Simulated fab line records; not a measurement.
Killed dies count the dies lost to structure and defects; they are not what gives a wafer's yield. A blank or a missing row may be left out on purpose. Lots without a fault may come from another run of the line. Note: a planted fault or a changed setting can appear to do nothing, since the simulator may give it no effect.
Shared-tool check / flow berkeley_cmos170 / 42 wafers sampled across 14 lots

## REASON FOR OPENING
At UCB170_CONTACT_THK_MEAS_02 the reading CONTACT_PSG_THK is flagged on 2 of 14 lots. No-fault wafers: 706 nm, standard deviation 7.
Rule: a lot is flagged when every wafer of it that has a number lies more than 4 standard deviations from that mean, or none has a number. The other lots count as sound.

lot=L780; measured=day 6 14:48; on=film_metro-02; CONTACT_PSG_THK (nm), wafer by wafer=711 709 708; flag=
lot=L781; measured=day 6 14:48; on=film_metro-04; CONTACT_PSG_THK (nm), wafer by wafer=704 705 701; flag=
lot=L782; measured=day 6 14:48; on=film_metro-01; CONTACT_PSG_THK (nm), wafer by wafer=704 701 704; flag=
lot=L784; measured=day 7 11:55; on=film_metro-04; CONTACT_PSG_THK (nm), wafer by wafer=709 711 710; flag=
lot=L783; measured=day 7 14:19; on=film_metro-01; CONTACT_PSG_THK (nm), wafer by wafer=713 712 716; flag=
lot=L785; measured=day 7 16:05; on=film_metro-04; CONTACT_PSG_THK (nm), wafer by wafer=720 714 716; flag=
lot=L786; measured=day 7 16:07; on=film_metro-02; CONTACT_PSG_THK (nm), wafer by wafer=716 712 718; flag=
lot=L787; measured=day 8 01:29; on=film_metro-02; CONTACT_PSG_THK (nm), wafer by wafer=651 654 649; flag=FLAGGED
lot=L790; measured=day 8 17:30; on=film_metro-02; CONTACT_PSG_THK (nm), wafer by wafer=659 659 660; flag=FLAGGED
lot=L788; measured=day 8 18:51; on=film_metro-04; CONTACT_PSG_THK (nm), wafer by wafer=708 710 703; flag=
lot=L800; measured=day 10 18:46; on=film_metro-04; CONTACT_PSG_THK (nm), wafer by wafer=703 697 703; flag=
lot=L802; measured=day 11 12:26; on=film_metro-02; CONTACT_PSG_THK (nm), wafer by wafer=710 708 705; flag=
lot=L803; measured=day 11 13:30; on=film_metro-04; CONTACT_PSG_THK (nm), wafer by wafer=692 694 693; flag=
lot=L801; measured=day 11 14:11; on=film_metro-04; CONTACT_PSG_THK (nm), wafer by wafer=716 719 718; flag=
Average over the flagged lots: 655 nm; offset from the usual -51 nm, equal to -7 standard deviations.

## EACH LOT AND THE TOOL IT RAN ON
The record holds 2 process steps before the reading, out of a route of 331 steps. In each cell: the tool, then ch and the chambers that the sampled wafers went through, then the start.
lot=L780; flag=; UCB170_SDANNEAL_RTA_00=rtp_anneal-01 ch 0, day 6 11:43; UCB170_CONTACT_CVD_01=lpcvd-02 ch 1, day 6 13:01
lot=L781; flag=; UCB170_SDANNEAL_RTA_00=rtp_anneal-01 ch 0, day 6 11:13; UCB170_CONTACT_CVD_01=lpcvd-02 ch 1, day 6 13:01
lot=L782; flag=; UCB170_SDANNEAL_RTA_00=rtp_anneal-02 ch 0, day 6 11:28; UCB170_CONTACT_CVD_01=lpcvd-02 ch 1, day 6 13:01
lot=L784; flag=; UCB170_SDANNEAL_RTA_00=rtp_anneal-01 ch 0, day 7 08:55; UCB170_CONTACT_CVD_01=lpcvd-02 ch 0, day 7 10:08
lot=L783; flag=; UCB170_SDANNEAL_RTA_00=rtp_anneal-01 ch 0, day 7 11:23; UCB170_CONTACT_CVD_01=lpcvd-02 ch 1, day 7 12:32
lot=L785; flag=; UCB170_SDANNEAL_RTA_00=rtp_anneal-02 ch 0, day 7 11:47; UCB170_CONTACT_CVD_01=lpcvd-02 ch 1, day 7 14:19
lot=L786; flag=; UCB170_SDANNEAL_RTA_00=rtp_anneal-01 ch 0, day 7 12:07; UCB170_CONTACT_CVD_01=lpcvd-02 ch 1, day 7 14:19
lot=L787; flag=FLAGGED; UCB170_SDANNEAL_RTA_00=rtp_anneal-01 ch 0, day 7 22:33; UCB170_CONTACT_CVD_01=lpcvd-02 ch 1, day 7 23:43
lot=L790; flag=FLAGGED; UCB170_SDANNEAL_RTA_00=rtp_anneal-02 ch 0, day 8 14:22; UCB170_CONTACT_CVD_01=lpcvd-02 ch 1, day 8 15:41
lot=L788; flag=; UCB170_SDANNEAL_RTA_00=rtp_anneal-02 ch 0, day 8 15:43; UCB170_CONTACT_CVD_01=lpcvd-01 ch 0, day 8 17:01
lot=L800; flag=; UCB170_SDANNEAL_RTA_00=rtp_anneal-01 ch 0, day 10 15:50; UCB170_CONTACT_CVD_01=lpcvd-01 ch 0, day 10 16:58
lot=L802; flag=; UCB170_SDANNEAL_RTA_00=rtp_anneal-01 ch 0, day 11 09:24; UCB170_CONTACT_CVD_01=lpcvd-02 ch 1, day 11 10:38
lot=L803; flag=; UCB170_SDANNEAL_RTA_00=rtp_anneal-02 ch 0, day 11 09:22; UCB170_CONTACT_CVD_01=lpcvd-01 ch 0, day 11 10:50
lot=L801; flag=; UCB170_SDANNEAL_RTA_00=rtp_anneal-02 ch 0, day 11 09:29; UCB170_CONTACT_CVD_01=lpcvd-02 ch 1, day 11 12:25
What these steps do:
- UCB170_SDANNEAL_RTA_00: time 10 s.
- UCB170_CONTACT_CVD_01: deposits PSG from SiH4/O2/PH3, target thk 700 nm, time 2820 s.
- UCB170_CONTACT_THK_MEAS_02

## FLAGGED AGAINST TOTAL, ONE TOOL AT A TIME (gauges that did the reading follow at the end)
step=UCB170_SDANNEAL_RTA_00; tool=rtp_anneal-01; lots run=8; flagged=1; share of the flagged lots=some; sound lots run after its first flagged lot=2 (L800,L802)
step=UCB170_SDANNEAL_RTA_00; tool=rtp_anneal-02; lots run=6; flagged=1; share of the flagged lots=some; sound lots run after its first flagged lot=3 (L788,L803,L801)
step=UCB170_CONTACT_CVD_01; tool=lpcvd-01; lots run=3; flagged=0; share of the flagged lots=none; sound lots run after its first flagged lot=-
step=UCB170_CONTACT_CVD_01; tool=lpcvd-02; lots run=11; flagged=2; share of the flagged lots=all; sound lots run after its first flagged lot=2 (L802,L801)
step=UCB170_CONTACT_THK_MEAS_02; tool=film_metro-01; lots run=2; flagged=0; share of the flagged lots=none; sound lots run after its first flagged lot=-
step=UCB170_CONTACT_THK_MEAS_02; tool=film_metro-02; lots run=5; flagged=2; share of the flagged lots=all; sound lots run after its first flagged lot=1 (L802)
step=UCB170_CONTACT_THK_MEAS_02; tool=film_metro-04; lots run=7; flagged=0; share of the flagged lots=none; sound lots run after its first flagged lot=-

## WHAT THE TABLE PERMITS
2 rows of the table ran every flagged lot: lpcvd-02 at UCB170_CONTACT_CVD_01, film_metro-02 at UCB170_CONTACT_THK_MEAS_02.
- lpcvd-02 at UCB170_CONTACT_CVD_01 ran 11 lots, 2 of them flagged. Sound lots followed the first flagged one (L802, L801) on it, something a lasting fault affecting the whole tool could not allow. Its own readings (ph3_flow_sccm) fall more than 4 standard deviations out on all wafers of the flagged lots.
- film_metro-02 at UCB170_CONTACT_THK_MEAS_02 ran 5 lots, 2 of them flagged. Sound lots followed the first flagged one (L802) on it, something a lasting fault affecting the whole tool could not allow.
No row of the table ran every flagged lot and no sound lot after the first.

## WHAT THE SIMULATOR HAD PUT IN
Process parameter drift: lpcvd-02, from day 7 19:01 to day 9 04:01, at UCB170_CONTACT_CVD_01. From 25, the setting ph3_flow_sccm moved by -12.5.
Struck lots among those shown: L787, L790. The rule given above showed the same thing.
